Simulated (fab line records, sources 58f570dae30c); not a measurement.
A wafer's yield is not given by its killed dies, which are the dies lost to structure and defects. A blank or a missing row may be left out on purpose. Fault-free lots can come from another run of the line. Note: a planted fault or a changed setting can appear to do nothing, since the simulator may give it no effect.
Which tool did it? + flow berkeley cmos170 + Sampling: 7 lots, 21 wafers, 2 of 331 route steps

## WHAT THE GAUGES SHOWED, per wafer
UCB170_V2_THK_MEAS_01.
| lot  | measured     | on            | V2_TEOS_THK (nm) |
|------|--------------|---------------|------------------|
| L202 | day 9 05:07  | film metro-02 | 1979 1976 2035   |
| L201 | day 9 05:24  | film metro-03 | 1957 2006 2000   |
| L208 | day 10 02:04 | film metro-02 | 2018 2039 2020   |
| L213 | day 11 05:01 | film metro-04 | 2001 1919 1963   |
| L216 | day 11 20:19 | film metro-02 | 2006 1972 2017   |
| L218 | day 12 13:52 | film metro-02 | 1992 2021 2013   |
| L221 | day 13 01:49 | film metro-03 | 1956 2002 1982   |

## EACH LOT AND THE TOOL THAT RAN IT (in order: tool; ch and the chambers of the sampled wafers; start)
| lot  | UCB170_V2_CVD_00                |
|------|---------------------------------|
| L202 | pecvd-04 ch 0,1, day 9 04:57    |
| L201 | pecvd-01 ch 0,1,2, day 9 05:14  |
| L208 | pecvd-03 ch 0,1,2, day 10 01:53 |
| L213 | pecvd-03 ch 0,1, day 11 04:52   |
| L216 | pecvd-01 ch 1,2, day 11 20:05   |
| L218 | pecvd-01 ch 0,1,2, day 12 13:41 |
| L221 | pecvd-01 ch 0,2, day 13 01:38   |
- UCB170_V2_CVD_00: deposits SiO2 from TEOS/O2, target thk 2000 nm, time 250 s.

## THE ANSWER, worked out from the rows above alone
Rule: the usual values come from the lots themselves. The widest of any qualifying gaps counts: lots, ordered by their means at a reading, are off when they make up no more than a third of the lots, leave a main group of 4 or more, and stand apart from it by 3 or more times the standard deviation of that group's means. A main group whose means are all the same, to the digits that the tables above print for the reading, isn't used. Also off: a lot with no number at a reading for which 4 or more lots have one. The other lots that the step has rows for count as sound.
Across all readings shown, no lot is off: no conclusion can be drawn from this.

## WHAT WAS PUT IN BY THE SIMULATOR
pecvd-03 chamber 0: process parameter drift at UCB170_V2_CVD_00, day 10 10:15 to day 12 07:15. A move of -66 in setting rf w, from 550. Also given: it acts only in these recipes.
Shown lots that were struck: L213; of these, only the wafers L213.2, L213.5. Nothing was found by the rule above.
